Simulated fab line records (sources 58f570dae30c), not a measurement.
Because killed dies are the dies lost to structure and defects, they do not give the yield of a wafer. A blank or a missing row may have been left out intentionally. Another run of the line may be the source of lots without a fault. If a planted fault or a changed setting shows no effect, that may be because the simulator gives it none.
fab line records    flow berkeley_cmos170    part 2 of 2: steps 27 to 36 of 36
record lots=5  wafers=15  last_day=12
route steps=331 shown GATE@134 PLDD@145 NLDD@158
lots that met no fault: taken from a fault-free run of the same line
start_h: hours from the record's opening day to when the first of the lot's shown wafers began    wait_h: time in hours since the lot's previous step    " the same as in the row above    L1.1+2: several wafers, shown together as one row    - no value, or no start was given    * or withheld: withheld    < > ~ a bound
route shown NAME@n: NAME is a module with steps in the file, n the number in the route of the first one    usual: mean/standard deviation taken from wafers without a fault    same: alike in all rows    chamber/n: place in a boat    sites: per-site readings    _std_site: the standard deviation of these    _edge_site: the outer-site mean with the inner-site mean subtracted    radius_mm: how far each site lies from the wafer's centre    mask NAME#n: copy n    behind: the last tool/chamber to shape the wafer    hold: cause of the lot's hold/its duration in hours/its outcome    device: names the non-switching transistor (n, p or np)    end of line: at the end of the route, the tests of the same wafers    for a step that has no rows: nothing shown but its recipe    killed: at the first sort, the dies lost to defects and structure; wafer yield is something else    map: dies across one wafer; x = killed, . = not, _ = none there
set.NAME: the setting the step ran with; set.NAME@STEP: the setting that earlier step ran with    model.NAME: the simulator's own value behind a step, which no gauge read
lots at some steps of the route; a table a step, a row a wafer
services: a tool's chamber out of use, with start hour (start_h, from the record's first day; less than 0 if before it), hours out, and reason
## steps
# step UCB170_NLDD_SOFTBAKE_02
# recipe resist=KrF  temp_c=130  time_s=60
# usual resist_line_temp_C=23.01/0.1
lot.wafer  tool            chamber  start_h  wait_h  resist_line_temp_C
L075.1     litho_track-03  0        135.96   0.1     22.95
L075.2     "               0        "        "       23.07
L075.3     "               0        "        "       22.99
L080.2     litho_track-03  0        154.91   0.1     23.16
L080.4     "               0        "        "       23.06
L080.5     "               0        "        "       23.07
L082.1     litho_track-02  0        168.00   0.1     22.91
L082.3     "               0        "        "       22.89
L082.4     "               0        "        "       22.81
L088.1     litho_track-02  0        201.71   0.1     22.88
L088.2     "               0        "        "       22.92
L088.5     "               0        "        "       23.07
L096.2     litho_track-02  0        238.03   0.1     23.10
L096.3     "               0        "        "       23.04
L096.6     "               0        "        "       23.02
# step UCB170_NLDD_EXPOSE_03
# recipe mask_id=NSELECT  na=0.5  sigma_outer=0.6  source_shape=conventional  target_cd_nm=1200  dose_mj=30
lot.wafer   tool            chamber  start_h  wait_h  mask
L075.1+2+3  krf_scanner-02  0        136.24   0.2     NSELECT#0
L080.2+4+5  krf_scanner-02  0        155.18   0.2     NSELECT#0
L082.1+3+4  krf_scanner-01  0        168.28   0.2     NSELECT#0
L088.1+2+5  krf_scanner-01  0        201.98   0.2     NSELECT#0
L096.2+3+6  krf_scanner-02  0        238.17   0.1     NSELECT#0
# step UCB170_NLDD_PEB_04
# recipe peb_temp_c=130  peb_time_s=withheld  resist=KrF
# usual resist_line_temp_C=22.98/0.11
lot.wafer  tool            chamber  start_h  wait_h  resist_line_temp_C
L075.1     litho_track-04  0        136.55   0.3     22.92
L075.2     "               0        "        "       23.14
L075.3     "               0        "        "       23.22
L080.2     litho_track-02  0        155.47   0.3     22.98
L080.4     "               0        "        "       22.95
L080.5     "               0        "        "       22.88
L082.1     litho_track-02  0        168.60   0.3     23.08
L082.3     "               0        "        "       22.99
L082.4     "               0        "        "       23.08
L088.1     litho_track-02  0        202.13   0.1     22.81
L088.2     "               0        "        "       22.90
L088.5     "               0        "        "       22.81
L096.2     litho_track-04  0        238.42   0.2     22.97
L096.3     "               0        "        "       22.89
L096.6     "               0        "        "       22.93
# step UCB170_NLDD_DEVELOP_05
# recipe developer=TMAH  develop_time_s=45  resist=KrF  dev_temp_c=21
# usual resist_line_temp_C=23.00/0.1
lot.wafer  tool            chamber  start_h  wait_h  resist_line_temp_C
L075.1     litho_track-04  0        -        -       23.11
L075.2     "               0        "        "       22.95
L075.3     "               0        "        "       22.89
L080.2     litho_track-02  0        -        -       23.13
L080.4     "               0        "        "       23.00
L080.5     "               0        "        "       23.12
L082.1     litho_track-02  0        -        -       22.96
L082.3     "               0        "        "       23.01
L082.4     "               0        "        "       23.06
L088.1     litho_track-02  0        -        -       23.03
L088.2     "               0        "        "       23.00
L088.5     "               0        "        "       23.14
L096.2     litho_track-04  0        -        -       23.01
L096.3     "               0        "        "       22.95
L096.6     "               0        "        "       22.87
# step UCB170_NLDD_CD_MEAS_06
# recipe target_cd_nm=1200
# usual cd_nm=1200.1/1.5
lot.wafer  tool       chamber  start_h  wait_h  cd_nm
L075.1     cd_sem-02  -        136.82   -       1199.2
L075.2     "          -        "        "       1200.0
L075.3     "          -        "        "       1200.0
L080.2     cd_sem-02  -        155.74   -       1199.4
L080.4     "          -        "        "       1200.4
L080.5     "          -        "        "       1199.1
L082.1     cd_sem-01  -        168.88   -       1201.5
L082.3     "          -        "        "       1202.1
L082.4     "          -        "        "       1202.0
L088.1     cd_sem-01  -        202.41   -       1202.7
L088.2     "          -        "        "       1202.4
L088.5     "          -        "        "       1201.7
L096.2     cd_sem-02  -        238.69   -       1202.1
L096.3     "          -        "        "       1201.5
L096.6     "          -        "        "       1200.5
# step UCB170_NLDD_OVL_MEAS_07
# usual NLDD_OVL=5/6
lot.wafer  tool        chamber  start_h  wait_h  NLDD_OVL[nm]
L075.1     overlay-01  -        136.94   0.1     -4
L075.2     "           -        "        "       1
L075.3     "           -        "        "       -2
L080.2     overlay-02  -        155.84   0.1     9
L080.4     "           -        "        "       2
L080.5     "           -        "        "       -5
L082.1     overlay-02  -        169.00   0.1     2
L082.3     "           -        "        "       0
L082.4     "           -        "        "       9
L088.1     overlay-01  -        202.53   0.1     4
L088.2     "           -        "        "       20
L088.5     "           -        "        "       12
L096.2     overlay-01  -        238.79   0.1     5
L096.3     "           -        "        "       3
L096.6     "           -        "        "       8
# step UCB170_NLDD_IMPLANT_08
# recipe species=As  dose_cm2=5e+13  energy_kev=30  tilt_deg=7  rotation_deg=0
# usual rotation_deg=0.005/0.018
lot.wafer  tool          chamber  start_h  wait_h  rotation_deg
L075.1     implanter-03  0        136.98   0.0     0.030
L075.2     "             0        "        "       0.006
L075.3     "             0        "        "       0.008
L080.2     implanter-01  0        155.90   0.0     0.031
L080.4     "             0        "        "       0.011
L080.5     "             0        "        "       0.028
L082.1     implanter-01  0        169.03   0.0     0.012
L082.3     "             0        "        "       0.015
L082.4     "             0        "        "       -0.004
L088.1     implanter-01  0        202.57   0.0     0.026
L088.2     "             0        "        "       0.043
L088.5     "             0        "        "       0.030
L096.2     implanter-01  0        238.85   0.0     0.019
L096.3     "             0        "        "       0.006
L096.6     "             0        "        "       0.022
# step UCB170_NLDD_IMPLANT_09
# recipe species=As  dose_cm2=5e+13  energy_kev=30  tilt_deg=7  rotation_deg=180
# usual rotation_deg=180.00/0.037
lot.wafer  tool          chamber  start_h  wait_h  rotation_deg
L075.1     implanter-03  0        137.13   0.1     180.03
L075.2     "             0        "        "       180.04
L075.3     "             0        "        "       180.00
L080.2     implanter-01  0        156.05   0.1     179.99
L080.4     "             0        "        "       179.99
L080.5     "             0        "        "       179.97
L082.1     implanter-01  0        169.18   0.1     180.03
L082.3     "             0        "        "       180.01
L082.4     "             0        "        "       179.98
L088.1     implanter-01  0        202.72   0.1     179.95
L088.2     "             0        "        "       179.97
L088.5     "             0        "        "       179.99
L096.2     implanter-01  0        239.00   0.1     180.05
L096.3     "             0        "        "       180.00
L096.6     "             0        "        "       180.02
# step UCB170_NLDD_STRIP_10
# recipe chemistry=O2  power_w=400  pressure_mtorr=3500  platen_temp_c=withheld  o2_flow_sccm=400  overash_fraction=0.5
# usual drypump_motor_current_A=5.5/0.39  oes_product_au=0.734/0.0043  strip_time_to_endpoint_s=21.62/0.06
# same overash_fraction=0.5
lot.wafer  tool             chamber  start_h  wait_h  drypump_motor_current_A  oes_product_au  rf_hours_counter_h  strip_time_to_endpoint_s
L075.1     plasma_asher-03  1        137.28   0.1     5.1                      0.733           2                   21.62
L075.2     "                0        "        "       5.5                      0.726           2                   21.65
L075.3     "                0        "        "       5.5                      0.729           -                   21.61
L080.2     plasma_asher-04  1        156.17   0.1     5.5                      0.739           43                  21.69
L080.4     "                0        "        "       6.2                      0.729           -                   21.62
L080.5     "                1        "        "       5.5                      0.734           -                   21.68
L082.1     plasma_asher-04  0        169.33   0.1     6.2                      0.735           45                  21.72
L082.3     "                1        "        "       5.5                      0.732           -                   21.67
L082.4     "                0        "        "       6.2                      0.736           -                   21.67
L088.1     plasma_asher-03  0        202.87   0.1     5.5                      0.733           9                   21.53
L088.2     "                1        "        "       5.1                      0.739           9                   21.56
L088.5     "                1        "        "       5.1                      0.737           -                   21.59
L096.2     plasma_asher-03  1        239.12   0.1     5.1                      0.741           14                  21.60
L096.3     "                1        "        "       5.1                      0.726           -                   21.64
L096.6     "                0        "        "       5.5                      0.734           -                   21.66
# step UCB170_NLDD_TW_MEAS_11
# usual NLDD_TW=2198/12
lot.wafer  tool           chamber  start_h  wait_h  NLDD_TW
L075.1     film_metro-04  -        137.38   0.1     2200
L075.2     "              -        "        "       2212
L075.3     "              -        "        "       2191
L080.2     film_metro-02  -        156.38   0.2     2199
L080.4     "              -        "        "       2205
L080.5     "              -        "        "       2205
L082.1     film_metro-01  -        169.43   0.1     2179
L082.3     "              -        "        "       2182
L082.4     "              -        "        "       2188
L088.1     film_metro-04  -        202.99   0.1     2194
L088.2     "              -        "        "       2198
L088.5     "              -        "        "       2208
L096.2     film_metro-01  -        239.23   0.1     2191
L096.3     "              -        "        "       2185
L096.6     "              -        "        "       2181
## services
tool             chamber  start_h  hours  kind
plasma_asher-03  -        108.75   9.0    pm
rie_diel-04      2        122.14   1.7    repair
krf_scanner-02   -        122.36   2.9    repair
krf_scanner-01   -        125.38   1.0    pm
plasma_asher-03  -        127.54   3.8    repair
implanter-02     -        130.68   0.5    repair
plasma_asher-03  -        131.06   4.1    repair
rie_diel-04      0        131.92   5.1    repair
rie_si-02        1        136.78   9.0    repair
implanter-01     -        138.64   4.5    pm
krf_scanner-01   -        146.28   4.0    pm
krf_scanner-01   -        158.58   0.8    pm
krf_scanner-01   -        159.33   4.4    pm
rie_diel-01      1        167.55   10.8   repair
rie_diel-01      2        171.51   9.9    repair
plasma_asher-04  -        172.07   9.8    repair
implanter-01     -        176.12   0.5    repair
plasma_asher-01  -        193.04   16.4   repair
krf_scanner-01   -        208.36   1.3    pm
implanter-01     -        214.13   2.0    repair
krf_scanner-02   -        224.08   1.3    pm
implanter-04     -        232.96   1.0    repair
implanter-01     -        235.16   3.0    repair
krf_scanner-02   -        235.40   1.3    repair
